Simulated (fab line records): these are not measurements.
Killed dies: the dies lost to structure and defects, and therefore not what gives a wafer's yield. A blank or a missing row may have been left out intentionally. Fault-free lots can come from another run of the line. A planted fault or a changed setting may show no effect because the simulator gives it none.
What tool caused it? / flow rit-cmos / 14 lots with 42 wafers sampled at 6 steps, on a route of 202 steps

## WHAT THE GAUGES SHOWED, per wafer
RIT_PRETRO_OVL_MEAS_06. Usual: PRETRO_OVL gives 0.1 nm (standard deviation 1.3).
lot=L752; measured=day 2 08:19; on=overlay-02; PRETRO_OVL (nm)=-0.2 -1.8 1.3; flag=
lot=L753; measured=day 2 11:50; on=overlay-01; PRETRO_OVL (nm)=1.0 0.1 2.6; flag=
lot=L754; measured=day 2 17:31; on=overlay-01; PRETRO_OVL (nm)=-0.9 1.0 0.1; flag=
lot=L756; measured=day 3 03:56; on=overlay-02; PRETRO_OVL (nm)=2.5 1.4 1.3; flag=
lot=L758; measured=day 3 12:32; on=overlay-02; PRETRO_OVL (nm)=0.7 0.8 0.2; flag=
lot=L759; measured=day 3 18:35; on=overlay-02; PRETRO_OVL (nm)=0.7 -0.3 2.4; flag=
lot=L760; measured=day 3 22:44; on=overlay-01; PRETRO_OVL (nm)=0.6 0.5 0.3; flag=
lot=L761; measured=day 4 04:42; on=overlay-01; PRETRO_OVL (nm)=1.0 0.4 1.4; flag=
lot=L762; measured=day 4 09:14; on=overlay-02; PRETRO_OVL (nm)=-0.6 -2.2 0.3; flag=
lot=L765; measured=day 5 00:16; on=overlay-02; PRETRO_OVL (nm)=-0.3 -0.9 -1.6; flag=
lot=L767; measured=day 5 09:50; on=overlay-01; PRETRO_OVL (nm)=0.2 0.8 0.5; flag=
lot=L768; measured=day 5 14:43; on=overlay-01; PRETRO_OVL (nm)=-1.8 -2.1 -0.5; flag=
lot=L771; measured=day 6 05:59; on=overlay-01; PRETRO_OVL (nm)=-2.4 -1.5 -2.0; flag=
lot=L774; measured=day 6 21:23; on=overlay-02; PRETRO_OVL (nm)=-1.7 -0.9 -1.2; flag=

RIT_NSD_TW_MEAS_10. Usual: NSD_TW gives 3123 (standard deviation 13).
lot=L752; measured=day 3 00:46; on=film-metro-02; NSD_TW=3106 3121 3102; flag=
lot=L753; measured=day 3 05:53; on=film-metro-02; NSD_TW=3106 3116 3110; flag=
lot=L754; measured=day 3 12:25; on=film-metro-04; NSD_TW=3114 3132 3132; flag=
lot=L756; measured=day 3 20:55; on=film-metro-04; NSD_TW=3131 3123 3129; flag=
lot=L758; measured=day 4 05:29; on=film-metro-03; NSD_TW=3107 3117 3116; flag=
lot=L759; measured=day 4 11:44; on=film-metro-04; NSD_TW=3120 3110 3103; flag=
lot=L760; measured=day 4 16:06; on=film-metro-04; NSD_TW=3105 3114 3096; flag=
lot=L761; measured=day 4 21:42; on=film-metro-02; NSD_TW=3099 3121 3111; flag=
lot=L762; measured=day 5 01:31; on=film-metro-03; NSD_TW=3319 3331 3324; flag=OFF
lot=L765; measured=day 5 17:14; on=film-metro-04; NSD_TW=3342 3338 3338; flag=OFF
lot=L767; measured=day 6 02:02; on=film-metro-03; NSD_TW=3138 3128 3145; flag=
lot=L768; measured=day 6 07:11; on=film-metro-02; NSD_TW=3127 3121 3137; flag=
lot=L771; measured=day 6 21:45; on=film-metro-03; NSD_TW=3133 3139 3123; flag=
lot=L774; measured=day 7 13:04; on=film-metro-03; NSD_TW=3127 3117 3132; flag=

RIT_SDANNEAL_RS_MEAS_05: a four-point-probe measurement. Usual: NSD_RS gives 84.68 ohm/sq (standard deviation 0.29).
lot=L752; measured=day 3 02:59; on=film-metro-02; NSD_RS (ohm/sq)=84.81 85.01 85.08; flag=
lot=L753; measured=day 3 08:01; on=film-metro-02; NSD_RS (ohm/sq)=84.87 84.77 84.97; flag=
lot=L754; measured=day 3 14:37; on=film-metro-02; NSD_RS (ohm/sq)=85.06 85.14 85.02; flag=
lot=L756; measured=day 3 23:08; on=film-metro-04; NSD_RS (ohm/sq)=84.44 84.85 84.71; flag=
lot=L758; measured=day 4 07:39; on=film-metro-03; NSD_RS (ohm/sq)=84.50 84.52 84.63; flag=
lot=L759; measured=day 4 13:48; on=film-metro-04; NSD_RS (ohm/sq)=84.35 84.22 84.49; flag=
lot=L760; measured=day 4 18:25; on=film-metro-04; NSD_RS (ohm/sq)=84.73 84.63 84.56; flag=
lot=L761; measured=day 4 23:51; on=film-metro-04; NSD_RS (ohm/sq)=85.40 85.08 85.45; flag=
lot=L762; measured=day 5 03:40; on=film-metro-02; NSD_RS (ohm/sq)=64.45 64.43 64.54; flag=OFF
lot=L765; measured=day 5 19:25; on=film-metro-03; NSD_RS (ohm/sq)=64.39 64.50 64.40; flag=OFF
lot=L767; measured=day 6 04:04; on=film-metro-02; NSD_RS (ohm/sq)=84.52 84.75 84.63; flag=
lot=L768; measured=day 6 09:14; on=film-metro-04; NSD_RS (ohm/sq)=84.60 84.72 85.01; flag=
lot=L771; measured=day 6 23:56; on=film-metro-04; NSD_RS (ohm/sq)=84.87 84.97 84.78; flag=
lot=L774; measured=day 7 15:14; on=film-metro-04; NSD_RS (ohm/sq)=84.45 84.84 84.37; flag=

## EACH LOT AND THE TOOL THAT RAN IT (in order: tool; ch and the chambers of the sampled wafers; start)
lot=L752; RIT_NSD_IMPLANT_08=implanter-01 ch 0, day 3 00:27; RIT_NSD_STRIP_09=plasma-asher-02 ch 0,1, day 3 00:35; RIT_SDANNEAL_RTA_03=rtp-anneal-01 ch 0, day 3 02:48
lot=L753; RIT_NSD_IMPLANT_08=implanter-02 ch 0, day 3 05:35; RIT_NSD_STRIP_09=plasma-asher-02 ch 0,1, day 3 05:44; RIT_SDANNEAL_RTA_03=rtp-anneal-02 ch 0, day 3 07:49
lot=L754; RIT_NSD_IMPLANT_08=implanter-04 ch 0, day 3 12:06; RIT_NSD_STRIP_09=plasma-asher-02 ch 0,1, day 3 12:13; RIT_SDANNEAL_RTA_03=rtp-anneal-01 ch 0, day 3 14:26
lot=L756; RIT_NSD_IMPLANT_08=implanter-01 ch 0, day 3 20:35; RIT_NSD_STRIP_09=plasma-asher-02 ch 0,1, day 3 20:44; RIT_SDANNEAL_RTA_03=rtp-anneal-01 ch 0, day 3 22:57
lot=L758; RIT_NSD_IMPLANT_08=implanter-02 ch 0, day 4 05:10; RIT_NSD_STRIP_09=plasma-asher-01 ch 0,1, day 4 05:17; RIT_SDANNEAL_RTA_03=rtp-anneal-01 ch 0, day 4 07:28
lot=L759; RIT_NSD_IMPLANT_08=implanter-02 ch 0, day 4 11:28; RIT_NSD_STRIP_09=plasma-asher-03 ch 0,1, day 4 11:35; RIT_SDANNEAL_RTA_03=rtp-anneal-02 ch 0, day 4 13:35
lot=L760; RIT_NSD_IMPLANT_08=implanter-02 ch 0, day 4 15:47; RIT_NSD_STRIP_09=plasma-asher-01 ch 0,1, day 4 15:55; RIT_SDANNEAL_RTA_03=rtp-anneal-01 ch 0, day 4 18:14
lot=L761; RIT_NSD_IMPLANT_08=implanter-04 ch 0, day 4 21:23; RIT_NSD_STRIP_09=plasma-asher-02 ch 0,1, day 4 21:32; RIT_SDANNEAL_RTA_03=rtp-anneal-02 ch 0, day 4 23:41
lot=L762; RIT_NSD_IMPLANT_08=implanter-02 ch 0, day 5 01:11; RIT_NSD_STRIP_09=plasma-asher-01 ch 0,1, day 5 01:20; RIT_SDANNEAL_RTA_03=rtp-anneal-01 ch 0, day 5 03:29
lot=L765; RIT_NSD_IMPLANT_08=implanter-02 ch 0, day 5 16:56; RIT_NSD_STRIP_09=plasma-asher-01 ch 0, day 5 17:04; RIT_SDANNEAL_RTA_03=rtp-anneal-02 ch 0, day 5 19:13
lot=L767; RIT_NSD_IMPLANT_08=implanter-04 ch 0, day 6 01:43; RIT_NSD_STRIP_09=plasma-asher-02 ch 1, day 6 01:51; RIT_SDANNEAL_RTA_03=rtp-anneal-02 ch 0, day 6 03:53
lot=L768; RIT_NSD_IMPLANT_08=implanter-04 ch 0, day 6 06:53; RIT_NSD_STRIP_09=plasma-asher-03 ch 0,1, day 6 07:02; RIT_SDANNEAL_RTA_03=rtp-anneal-01 ch 0, day 6 09:02
lot=L771; RIT_NSD_IMPLANT_08=implanter-01 ch 0, day 6 21:25; RIT_NSD_STRIP_09=plasma-asher-01 ch 0, day 6 21:34; RIT_SDANNEAL_RTA_03=rtp-anneal-02 ch 0, day 6 23:45
lot=L774; RIT_NSD_IMPLANT_08=implanter-04 ch 0, day 7 12:45; RIT_NSD_STRIP_09=plasma-asher-02 ch 0,1, day 7 12:54; RIT_SDANNEAL_RTA_03=rtp-anneal-01 ch 0, day 7 15:03
- RIT_NSD_IMPLANT_08
- RIT_NSD_STRIP_09: strips in O2, time 180 s.
- RIT_SDANNEAL_RTA_03: time 5 s.

## WHAT THE TOOLS THEMSELVES READ (means of the sampled wafers that have a number; where no wafer has one, the mark that the record gives instead)
RIT_NSD_IMPLANT_08. Usual: beam-energy-keV 24.998, standard deviation 0.007; beam-on-s 9.99 s, standard deviation 0.22; dose-ions-cm2 1.0001e+15, standard deviation 1.2e+12; faraday-current-uA 3135, standard deviation 68.
lot=L752; tool=implanter-01; beam-energy-keV=24.997; beam-on-s (s)=10.03; dose-ions-cm2=1.0007e+15; faraday-current-uA=3126; flag=
lot=L753; tool=implanter-02; beam-energy-keV=24.999; beam-on-s (s)=10.21; dose-ions-cm2=9.9883e+14; faraday-current-uA=3071; flag=
lot=L754; tool=implanter-04; beam-energy-keV=25.004; beam-on-s (s)=9.93; dose-ions-cm2=9.9980e+14; faraday-current-uA=3146; flag=
lot=L756; tool=implanter-01; beam-energy-keV=24.998; beam-on-s (s)=9.79; dose-ions-cm2=1.0008e+15; faraday-current-uA=3193; flag=
lot=L758; tool=implanter-02; beam-energy-keV=25.001; beam-on-s (s)=9.96; dose-ions-cm2=1.0004e+15; faraday-current-uA=3157; flag=
lot=L759; tool=implanter-02; beam-energy-keV=25.000; beam-on-s (s)=10.02; dose-ions-cm2=1.0006e+15; faraday-current-uA=3123; flag=
lot=L760; tool=implanter-02; beam-energy-keV=24.995; beam-on-s (s)=9.88; dose-ions-cm2=9.9893e+14; faraday-current-uA=3174; flag=
lot=L761; tool=implanter-04; beam-energy-keV=25.003; beam-on-s (s)=9.89; dose-ions-cm2=1.0001e+15; faraday-current-uA=3168; flag=
lot=L762; tool=implanter-02; beam-energy-keV=24.997; beam-on-s (s)=14.43; dose-ions-cm2=9.9960e+14; faraday-current-uA=2173; flag=OFF
lot=L765; tool=implanter-02; beam-energy-keV=25.003; beam-on-s (s)=14.14; dose-ions-cm2=9.9870e+14; faraday-current-uA=2218; flag=OFF
lot=L767; tool=implanter-04; beam-energy-keV=25.001; beam-on-s (s)=9.96; dose-ions-cm2=9.9880e+14; faraday-current-uA=3148; flag=
lot=L768; tool=implanter-04; beam-energy-keV=24.989; beam-on-s (s)=9.89; dose-ions-cm2=1.0027e+15; faraday-current-uA=3170; flag=
lot=L771; tool=implanter-01; beam-energy-keV=24.995; beam-on-s (s)=9.96; dose-ions-cm2=9.9957e+14; faraday-current-uA=3146; flag=
lot=L774; tool=implanter-04; beam-energy-keV=24.998; beam-on-s (s)=9.95; dose-ions-cm2=9.9883e+14; faraday-current-uA=3148; flag=

RIT_NSD_STRIP_09. Usual: drypump-motor-current-A reads 5.7 A (standard deviation 0.39).
lot=L752; tool=plasma-asher-02; drypump-motor-current-A (A)=5.4; flag=
lot=L753; tool=plasma-asher-02; drypump-motor-current-A (A)=5.4; flag=
lot=L754; tool=plasma-asher-02; drypump-motor-current-A (A)=5.4; flag=
lot=L756; tool=plasma-asher-02; drypump-motor-current-A (A)=5.3; flag=
lot=L758; tool=plasma-asher-01; drypump-motor-current-A (A)=5.9; flag=
lot=L759; tool=plasma-asher-03; drypump-motor-current-A (A)=5.8; flag=
lot=L760; tool=plasma-asher-01; drypump-motor-current-A (A)=5.6; flag=
lot=L761; tool=plasma-asher-02; drypump-motor-current-A (A)=5.4; flag=
lot=L762; tool=plasma-asher-01; drypump-motor-current-A (A)=5.9; flag=
lot=L765; tool=plasma-asher-01; drypump-motor-current-A (A)=6.2; flag=
lot=L767; tool=plasma-asher-02; drypump-motor-current-A (A)=5.5; flag=
lot=L768; tool=plasma-asher-03; drypump-motor-current-A (A)=5.8; flag=
lot=L771; tool=plasma-asher-01; drypump-motor-current-A (A)=6.1; flag=
lot=L774; tool=plasma-asher-02; drypump-motor-current-A (A)=5.4; flag=

RIT_SDANNEAL_RTA_03. Usual: wafer_temp_C_max reads 1053.5 (standard deviation 1.1).
lot=L752 tool=rtp-anneal-01 wafer_temp_C_max=1053.4 flag=
lot=L753 tool=rtp-anneal-02 wafer_temp_C_max=1052.6 flag=
lot=L754 tool=rtp-anneal-01 wafer_temp_C_max=1053.3 flag=
lot=L756 tool=rtp-anneal-01 wafer_temp_C_max=1054.0 flag=
lot=L758 tool=rtp-anneal-01 wafer_temp_C_max=1053.4 flag=
lot=L759 tool=rtp-anneal-02 wafer_temp_C_max=1054.8 flag=
lot=L760 tool=rtp-anneal-01 wafer_temp_C_max=1055.1 flag=
lot=L761 tool=rtp-anneal-02 wafer_temp_C_max=1054.5 flag=
lot=L762 tool=rtp-anneal-01 wafer_temp_C_max=1054.0 flag=
lot=L765 tool=rtp-anneal-02 wafer_temp_C_max=1053.2 flag=
lot=L767 tool=rtp-anneal-02 wafer_temp_C_max=1054.3 flag=
lot=L768 tool=rtp-anneal-01 wafer_temp_C_max=1053.5 flag=
lot=L771 tool=rtp-anneal-02 wafer_temp_C_max=1053.5 flag=
lot=L774 tool=rtp-anneal-01 wafer_temp_C_max=1052.9 flag=

## THE ANSWER, worked out from the rows above alone
Rule: a lot counts as off when the mean over its wafers that have a number is more than 3 standard deviations away from the usual mean. Also off: a lot with no number at a reading for which 4 or more lots have one. All remaining lots with rows at the step are treated as sound. The gauges are gone through in route order, then the tools' own readings, and for those a lot's mean is taken as printed above. The first step at which some lot is off is used, and at that step the reading that is off furthest; a lot without a number counts as furthest.
Off: L762, L765, at RIT_NSD_TW_MEAS_10 (NSD_TW).
A tool fits if, at a process step before that reading, it ran every lot that is off, and no sound lot after the first of them. Not tried: the gauges at RIT_NSD_TW_MEAS_10; whatever is off there is also off at RIT_NSD_IMPLANT_08, on other tools, and gauge error can't account for it. One fits: RIT_NSD_IMPLANT_08 on implanter-02. A fault onset in the window from L760 (day 4 15:47, its last sound lot) to L762 (day 5 01:11, its first lot off) fits.
The tool's own readings at RIT_NSD_IMPLANT_08 bear it out: on the lots that are off they differ by more than 5 times the standard deviation of the sound lots' means. beam-on-s reads 14.29 s there against 9.96 s on the sound lots; faraday-current-uA reads 2196 there against 3148 on the sound lots.

## WHAT HAD BEEN PUT IN BY THE SIMULATOR
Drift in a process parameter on implanter-02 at RIT_NSD_IMPLANT_08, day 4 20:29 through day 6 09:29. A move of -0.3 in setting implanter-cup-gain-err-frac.
Shown lots that were struck: L762, L765. The rule above reached the same finding.
